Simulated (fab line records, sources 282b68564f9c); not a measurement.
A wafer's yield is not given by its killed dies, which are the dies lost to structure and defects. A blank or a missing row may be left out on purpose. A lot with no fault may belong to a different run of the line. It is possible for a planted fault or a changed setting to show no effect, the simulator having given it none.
fab line records	flow ritCmos
record lots=6	wafers=18	lastDay=7
route steps=202 shown GATE@79 FOX2@80 M1@202
lots with no fault: from the same line, run without faults
startH: hours from the record's opening day to when the first of the lot's shown wafers began	waitH: hours since the lot's step before	" same as the row above	L1.1+2: a row that stands for several wafers	- no value, or no start given	* or withheld: withheld	< > ~ a bound
route shown NAME@n: names a module that has steps shown in the file, with the first one's number in the route	usual: the fault-free wafers' mean and standard deviation	same: alike in all rows	chamber/n: place in a boat	sites: per-site readings	_std_site: the standard deviation of these	_edge_site: the outer-site mean with the inner-site mean subtracted	radiusMm: how far each site lies from the wafer's centre	mask NAME#n: copy n	behind: the last tool/chamber to shape the wafer	hold: the reason the lot was held/the length of the hold in hours/how it ended	device: which transistor (n, p or np) failed to switch	end of line: the route-end tests of the same wafers	a step without rows: its recipe alone	killed: count of dies lost to structure and defects at first sort (not the wafer's yield)	map: dies across one wafer; x = killed, . = not, _ = none there
set.NAME: the setting that was run; set.NAME@STEP: the one run at that earlier step	model.NAME: the simulator's own value behind a step, which no gauge read
lots at some steps of the route; a table a step, a row a wafer
services: when a tool's chamber went out of use (startH, in hours from the record's first day, below 0 if earlier), for how many hours, and the reason
## steps
# step RIT_GATE_CLEAN_04
# recipe chemistry=dHF	dilution=50:1	timeS=60	dry=n2Spin
# step RIT_FOX2_THK_MEAS_91
# recipe reads=SiO2_of_FOX2_OXIDATION_00
# usual FIELD_OXIDE_LEFT_2_THK=257/7
lot.wafer	tool	chamber	startH	waitH	FIELD_OXIDE_LEFT_2_THK[nm]
L568.1	filmMetro-01	-	57.01	0.0	244
L568.2	"	-	"	"	243
L568.6	"	-	"	"	241
L570.1	filmMetro-03	-	67.39	0.0	257
L570.4	"	-	"	"	249
L570.5	"	-	"	"	252
L579.1	filmMetro-04	-	112.09	0.0	260
L579.2	"	-	"	"	268
L579.3	"	-	"	"	261
L581.1	filmMetro-01	-	127.88	0.0	246
L581.3	"	-	"	"	249
L581.5	"	-	"	"	246
L585.3	filmMetro-01	-	141.91	0.0	257
L585.5	"	-	"	"	261
L585.6	"	-	"	"	256
L586.1	filmMetro-01	-	148.05	0.0	260
L586.2	"	-	"	"	262
L586.3	"	-	"	"	266
# step RIT_GATE_OXIDATION_05
# recipe tempC=900	ambient=O2	targetThkA=30	oxTimeS=270
# step RIT_GATE_ANNEAL_06
# recipe tempC=900	timeS=600	ambient=N2O
# step RIT_GATE_THK_MEAS_07
# recipe reads=SiO2_of_GATE_OXIDATION_05
# usual GATE_OXIDE_THK=3.02/0.065
lot.wafer	tool	chamber	startH	waitH	GATE_OXIDE_THK[nm]
L568.1	filmMetro-03	-	58.40	0.0	2.96
L568.2	"	-	"	"	2.99
L568.6	"	-	"	"	2.96
L570.1	filmMetro-01	-	68.78	0.0	2.91
L570.4	"	-	"	"	2.94
L570.5	"	-	"	"	3.02
L579.1	filmMetro-01	-	114.11	0.0	3.08
L579.2	"	-	"	"	3.01
L579.3	"	-	"	"	3.11
L581.1	filmMetro-04	-	130.05	0.0	3.10
L581.3	"	-	"	"	3.08
L581.5	"	-	"	"	3.08
L585.3	filmMetro-04	-	143.36	0.0	2.95
L585.5	"	-	"	"	3.06
L585.6	"	-	"	"	3.08
L586.1	filmMetro-04	-	149.78	0.0	3.05
L586.2	"	-	"	"	3.09
L586.3	"	-	"	"	3.09
# step RIT_GATE_CVD_08
# recipe material=poly-Si	targetThkNm=250	tempC=610	precursor=SiH4	timeS=2220	pressureMtorr=300	sih4FlowSccm=100
# step RIT_GATE_THK_MEAS_09
# recipe reads=poly-Si_of_GATE_CVD_08
# usual GATE_POLY_THK=249.5/2.4
lot.wafer	tool	chamber	startH	waitH	GATE_POLY_THK[nm]
L568.1	filmMetro-04	-	61.10	0.0	248.2
L568.2	"	-	"	"	251.0
L568.6	"	-	"	"	248.5
L570.1	filmMetro-01	-	70.45	0.0	252.7
L570.4	"	-	"	"	252.9
L570.5	"	-	"	"	252.5
L579.1	filmMetro-04	-	115.78	0.0	249.9
L579.2	"	-	"	"	250.8
L579.3	"	-	"	"	250.8
L581.1	filmMetro-04	-	131.84	0.0	250.0
L581.3	"	-	"	"	251.2
L581.5	"	-	"	"	252.8
L585.3	filmMetro-01	-	145.32	0.0	248.5
L585.5	"	-	"	"	249.0
L585.6	"	-	"	"	248.5
L586.1	filmMetro-01	-	151.46	0.0	251.2
L586.2	"	-	"	"	253.2
L586.3	"	-	"	"	253.2
# step RIT_GATE_HMDS_10
# recipe primeTimeS=60	primeTempC=140
# step RIT_GATE_COAT_11
# recipe resist=NOVOLAK	spinRpm=4250	resistThkNm=855.5
# step RIT_GATE_SOFTBAKE_12
# recipe resist=NOVOLAK	tempC=90	timeS=60
# step RIT_GATE_EXPOSE_13
# recipe maskId=M6	na=0.6	sourceShape=conventional	sigmaOuter=0.6	targetCdNm=150	doseMj=380
# step RIT_GATE_PEB_14
# recipe resist=NOVOLAK	tempC=withheld	timeS=withheld
# step RIT_GATE_DEVELOP_15
# recipe resist=NOVOLAK	developTimeS=50	devTempC=23
# usual developerTempC=23.02/0.097
lot.wafer	tool	chamber	startH	waitH	developerTempC
L568.1	lithoTrack-02	0	61	-	22.94
L568.2	"	0	"	"	22.95
L568.6	"	0	"	"	22.83
L570.1	lithoTrack-04	0	71	-	23.04
L570.4	"	0	"	"	23.15
L570.5	"	0	"	"	23.17
L579.1	lithoTrack-04	0	116	-	23.64
L579.2	"	0	"	"	23.76
L579.3	"	0	"	"	23.77
L581.1	lithoTrack-04	0	132	-	23.55
L581.3	"	0	"	"	23.67
L581.5	"	0	"	"	23.72
L585.3	lithoTrack-02	0	146	-	22.98
L585.5	"	0	"	"	22.93
L585.6	"	0	"	"	22.92
L586.1	lithoTrack-02	0	152	-	23.10
L586.2	"	0	"	"	23.02
L586.3	"	0	"	"	22.93
# step RIT_GATE_CD_MEAS_16
# recipe targetCdNm=150
# usual cdNm=149.6/1.8
lot.wafer	tool	chamber	startH	waitH	cdNm
L568.1	cdSem-01	-	62.01	-	147.7
L568.2	"	-	"	"	149.9
L568.6	"	-	"	"	148.9
L570.1	cdSem-01	-	71.55	-	153.0
L570.4	"	-	"	"	152.1
L570.5	"	-	"	"	150.6
L579.1	cdSem-02	-	116.74	-	152.8
L579.2	"	-	"	"	154.1
L579.3	"	-	"	"	153.4
L581.1	cdSem-02	-	132.88	-	155.6
L581.3	"	-	"	"	154.4
L581.5	"	-	"	"	155.6
L585.3	cdSem-02	-	146.25	-	150.5
L585.5	"	-	"	"	151.7
L585.6	"	-	"	"	149.6
L586.1	cdSem-02	-	152.63	-	147.9
L586.2	"	-	"	"	146.7
L586.3	"	-	"	"	146.7
# step RIT_GATE_OVL_MEAS_17
# usual GATE_OVL=1.4/1.2
lot.wafer	tool	chamber	startH	waitH	GATE_OVL[nm]
L568.1	overlay-02	-	62.13	0.1	1.5
L568.2	"	-	"	"	-0.7
L568.6	"	-	"	"	3.1
L570.1	overlay-01	-	71.67	0.1	1.4
L570.4	"	-	"	"	1.5
L570.5	"	-	"	"	0.4
L579.1	overlay-01	-	116.86	0.1	3.4
L579.2	"	-	"	"	-0.1
L579.3	"	-	"	"	2.0
L581.1	overlay-02	-	133.00	0.1	1.9
L581.3	"	-	"	"	2.0
L581.5	"	-	"	"	2.5
L585.3	overlay-02	-	146.35	0.1	0.2
L585.5	"	-	"	"	-0.4
L585.6	"	-	"	"	0.2
L586.1	overlay-02	-	152.75	0.1	1.2
L586.2	"	-	"	"	1.9
L586.3	"	-	"	"	2.5
# step RIT_GATE_HARDBAKE_18
# recipe resist=NOVOLAK	tempC=140	timeS=60
# step RIT_GATE_ETCH_19
# recipe chemistry=SF6/CHF3/O2	timeS=165	SF6_flow_sccm=30	CHF3_flow_sccm=30	O2_flow_sccm=5	target=poly-Si	pressureMtorr=40	rfW=160	targetDepthA=3125	overEtchFrac=0.25	stopOn=SiO2
# usual drypumpMotorCurrentA=5.8/0.42	oesProductAu=0.850/0.0086	throttleValvePct=10.23/0.12
lot.wafer	tool	chamber	startH	waitH	drypumpMotorCurrentA	oesProductAu	rfHoursCounterH	throttleValvePct	model.GATE.cdNm
L568.1	rieSi-01	3	62.32	0.1	5.4	0.845	47	10.16	147.8
L568.2	"	1	"	"	6.4	0.856	19	10.02	150.1
L568.6	"	3	"	"	5.4	0.844	-	10.15	149.2
L570.1	rieSi-01	2	71.86	0.1	5.6	0.849	1	10.31	152.6
L570.4	"	3	"	"	5.4	0.862	47	10.16	152.2
L570.5	"	3	"	"	5.4	0.865	-	10.16	150.9
L579.1	rieSi-02	3	117.05	0.1	5.8	0.857	148	10.31	153.1
L579.2	"	1	"	"	6.5	0.848	69	10.25	154
L579.3	"	2	"	"	5.6	0.843	143	10.17	153.6
L581.1	rieSi-02	0	133.18	0.1	5.3	0.852	145	10.43	155.5
L581.3	"	2	"	"	5.6	0.847	143	10.16	154.6
L581.5	"	1	"	"	6.5	0.870	-	10.26	155.9
L585.3	rieSi-02	2	146.52	0.1	5.6	0.843	143	10.15	150.6
L585.5	"	3	"	"	5.8	0.844	-	10.30	151.8
L585.6	"	2	"	"	5.6	0.837	-	10.17	149.9
L586.1	rieSi-01	2	152.94	0.1	5.7	0.853	2	10.30	148
L586.2	"	3	"	"	5.4	0.863	48	10.15	146.4
L586.3	"	0	"	"	5.9	0.855	3	10.22	146.9
# step RIT_GATE_STRIP_20
# recipe chemistry=O2	timeS=180	resist=NOVOLAK	platenTempC=withheld	powerW=500	pressureMtorr=4000	o2FlowSccm=4000
# usual drypumpMotorCurrentA=5.6/0.48
lot.wafer	tool	chamber	startH	waitH	drypumpMotorCurrentA	rfHoursCounterH
L568.1	plasmaAsher-01	0	62.42	0.1	5.6	42
L568.2	"	1	"	"	6.0	42
L568.6	"	1	"	"	6.0	-
L570.1	plasmaAsher-01	1	71.97	0.1	6.0	43
L570.4	"	1	"	"	6.0	-
L570.5	"	0	"	"	5.6	-
L579.1	plasmaAsher-03	0	117.16	0.1	6.3	31
L579.2	"	1	"	"	5.2	31
L579.3	"	1	"	"	5.2	-
L581.1	plasmaAsher-04	0	133.29	0.1	5.5	52
L581.3	"	0	"	"	5.4	-
L581.5	"	0	"	"	5.5	-
L585.3	plasmaAsher-03	0	146.69	0.1	6.4	-
L585.5	"	0	"	"	6.4	-
L585.6	"	1	"	"	5.2	-
L586.1	plasmaAsher-04	1	153.05	0.1	5.0	55
L586.2	"	0	"	"	5.5	55
L586.3	"	1	"	"	5.0	-
# step RIT_M1_PROBE_99
# usual killedAtContacts=0.1/0.25	killedAtFrontEnd=7.1/2.9	killedDies=7.2/2.9	killedOpen=3.6/1.9	killedShort=3.5/1.9
# same grossDies=264	killed_at_M0_to_M3=0	killed_at_M4_up=0	killedAtBackSide=0	killedAtOther=0
lot.wafer	tool	chamber	startH	waitH	killedAtContacts	killedAtFrontEnd	killedDies	killedOpen	killedShort	model.etest.npolyLine.lineOhmUm	model.etest.ppolyLine.lineOhmUm	model.etest.npolyLine.widthNm	model.etest.ppolyLine.widthNm	model.etest.ring.delayPs	model.etest.retroEdgeNmos.offLog10AUm	model.etest.nmos_0p15.offLog10AUm	model.etest.ring.quietLog10A
L568.1	prober-01	-	83.67	0.1	0	7	7	3	4	167.7	162.4	100.6	101.3	26.62	-9.548	-9.65	-7.542
L568.2	prober-01	-	83.72	0.1	0	5	5	3	2	163.7	158.7	103.2	103.3	27.22	-9.934	-10.11	-7.846
L568.6	prober-01	-	83.92	0.2	0	4	4	2	2	166.6	162.8	101.5	102.3	26.86	-9.832	-10.02	-7.732
L570.1	prober-01	-	91.53	0.1	0	9	9	6	3	160.3	154.6	104.9	105.2	27.73	-9.985	-10.15	-7.895
L570.4	prober-01	-	91.68	0.2	0	9	9	5	4	165.1	156.5	104.1	104.9	27.25	-9.852	-9.96	-7.738
L570.5	prober-01	-	91.73	0.2	0	10	10	1	9	163.4	157.9	102	104	27.07	-10.06	-10.02	-7.74
L579.1	prober-01	-	138.00	0.1	0	9	9	2	7	167.1	158.8	104.6	105.6	28.16	-10.12	-10.31	-8.063
L579.2	prober-01	-	138.05	0.1	0	4	4	3	1	159.2	152.6	106.2	106.8	28.09	-10.08	-10.17	-7.884
L579.3	prober-01	-	138.10	0.2	0	2	2	1	1	161.1	154.6	105.5	106.4	28.41	-10.1	-10.37	-8.105
L581.1	prober-01	-	153.67	0.1	1	8	9	4	5	159.5	150.6	107.7	108.4	29.73	-10.59	-10.8	-8.472
L581.3	prober-01	-	153.77	0.2	0	10	10	5	5	159.9	155.5	106	107.4	29.86	-10.88	-10.86	-8.447
L581.5	prober-01	-	153.87	0.2	0	12	12	4	8	157.4	152	107.3	107.7	30.12	-11.01	-11.08	-8.775
L585.3	prober-02	-	168.08	0.2	0	7	7	3	4	163.9	161.7	102.4	103.4	26.77	-9.868	-9.925	-7.734
L585.5	prober-02	-	168.18	0.2	0	4	4	3	1	163.2	157.9	103.6	104.7	27.11	-9.745	-9.899	-7.725
L585.6	prober-02	-	168.23	0.2	0	6	6	1	5	167.1	161.5	101.9	103	27.01	-9.657	-9.78	-7.647
L586.1	prober-01	-	172.48	0.1	0	8	8	2	6	171.9	163.3	100.1	101.3	26.62	-9.772	-10.01	-7.694
L586.2	prober-01	-	172.53	0.1	0	10	10	2	8	173.3	166.6	98.57	99.23	26.39	-9.723	-9.873	-7.562
L586.3	prober-01	-	172.58	0.2	0	9	9	5	4	173.1	165.5	99.18	99.52	26.48	-9.869	-10.05	-7.777
# killed by level:class
L568.1 FOX2:geometricParticle:short=2 GATE:geometricParticle:open=2 GATE:geometricParticle:short=1 SPACER:geometricParticle:short=1 SILICIDE:geometricParticle:open=1
L568.2 FOX2:geometricParticle:open=1 FOX2:geometricParticle:short=1 GATE:geometricParticle:short=1 REOX:geometricParticle:open=1 SILICIDE:geometricParticle:open=1
L568.6 FOX1:geometricParticle:short=1 GATE:geometricParticle:open=1 REOX:geometricParticle:short=1 SPACER:geometricParticle:open=1
L570.1 FOX1:geometricParticle:open=2 REOX:geometricParticle:open=2 GATE:geometricParticle:short=1 REOX:geometricParticle:short=1 SPACER:geometricParticle:open=1 SILICIDE:geometricParticle:short=1 SILICIDE:geometricParticle:open=1
L570.4 REOX:geometricParticle:open=2 REOX:geometricParticle:short=2 FOX2:geometricParticle:short=1 GATE:geometricParticle:open=1 SPACER:geometricParticle:open=1 SILICIDE:geometricParticle:short=1 SILICIDE:geometricParticle:open=1
L570.5 GATE:geometricParticle:short=4 FOX1:geometricParticle:short=2 REOX:geometricParticle:short=2 GATE:geometricParticle:open=1 SPACER:geometricParticle:short=1
L579.1 SPACER:geometricParticle:short=3 FOX1:geometricParticle:open=2 FOX2:geometricParticle:short=2 GATE:geometricParticle:short=2
L579.2 GATE:geometricParticle:open=2 SPACER:geometricParticle:open=1 SPACER:geometricParticle:short=1
L579.3 GATE:geometricParticle:open=1 SPACER:geometricParticle:short=1
L581.1 FOX1:geometricParticle:open=1 FOX1:geometricParticle:short=1 FOX2:geometricParticle:short=1 GATE:geometricParticle:open=1 REOX:geometricParticle:short=1 SPACER:geometricParticle:open=1 SILICIDE:geometricParticle:short=1 SILICIDE:geometricParticle:open=1
L581.3 GATE:geometricParticle:short=4 FOX1:geometricParticle:open=2 GATE:geometricParticle:open=2 SPACER:geometricParticle:open=1 SPACER:geometricParticle:short=1
L581.5 SPACER:geometricParticle:short=4 GATE:geometricParticle:short=3 GATE:geometricParticle:open=2 FOX1:geometricParticle:short=1 FOX2:geometricParticle:open=1 SILICIDE:geometricParticle:open=1
L585.3 GATE:geometricParticle:open=3 GATE:geometricParticle:short=2 FOX2:geometricParticle:short=1 SPACER:geometricParticle:short=1
L585.5 GATE:geometricParticle:open=3 FOX1:geometricParticle:short=1
L585.6 GATE:geometricParticle:short=4 FOX2:geometricParticle:short=1 GATE:geometricParticle:open=1
L586.1 REOX:geometricParticle:short=3 SILICIDE:geometricParticle:short=2 GATE:geometricParticle:open=1 GATE:geometricParticle:short=1 REOX:geometricParticle:open=1
L586.2 REOX:geometricParticle:short=3 FOX2:geometricParticle:short=2 GATE:geometricParticle:short=2 GATE:geometricParticle:open=2 FOX1:geometricParticle:short=1
L586.3 FOX2:geometricParticle:short=2 REOX:geometricParticle:open=2 FOX1:geometricParticle:open=1 FOX2:geometricParticle:open=1 GATE:geometricParticle:short=1 GATE:geometricParticle:open=1 REOX:geometricParticle:short=1
## services
tool	chamber	startH	hours	kind
plasmaAsher-04	-	52.02	1.9	repair
rieSi-01	3	89.50	4.9	repair
rieSi-01	0	94.70	4.2	repair
plasmaAsher-01	-	108.75	9.0	pm
plasmaAsher-01	0	108.75	9.0	ventCycle
plasmaAsher-01	1	108.75	9.0	ventCycle
plasmaAsher-01	0	117.75	-	clean
plasmaAsher-01	1	117.75	-	clean
rieSi-02	3	121.22	-	clean
rieSi-02	3	121.22	23.3	scheduledDown
rieSi-02	3	121.22	23.3	ventCycle
rieSi-01	0	125.31	16.7	repair
rieSi-02	0	144.48	-	clean
rieSi-02	0	144.48	27.3	scheduledDown
rieSi-02	0	144.48	27.3	ventCycle
## key
firstSign step=RIT_GATE_DEVELOP_15	reading=developerTempC	direction=up	sigmas=6.9	usual=*	struck=*
effect step=RIT_GATE_CD_MEAS_16	reading=cdNm	direction=up	sigmas=2.6	usual=149.6	struck=154.3	wafersMoved=4	through=controlLoop
modelEffect step=RIT_GATE_ETCH_19	value=GATE.cdNm	without=150.6	struck=154.4
modelEffect step=RIT_M1_PROBE_99	value=etest.npolyLine.lineOhmUm	without=167.4	struck=160.7
metAt RIT_GATE_DEVELOP_15
struckWafers L579.1,L579.2,L579.3,L581.1,L581.3,L581.5
testerLeftOut L579,L581
loopTrim step=RIT_GATE_EXPOSE_13	setting=dose	lots=L581
fault kind=processParameterDrift	tool=lithoTrack-04	chamber=-	onsetH=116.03	steps=RIT_GATE_DEVELOP_15	channel=devTempC	offset=*	shape=step	endH=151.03	actsIn=*	stated=*
# testerLeftOut: of these lots the tester's yield and bins aren't shown, on N5 and GAA mostly nor the transistor test; their killed dies are dies lost to structure and defects alone, not to doping, threshold or leakage, so they don't give the yield
# loopTrim: a control loop set the setting to another value than it would have without faults
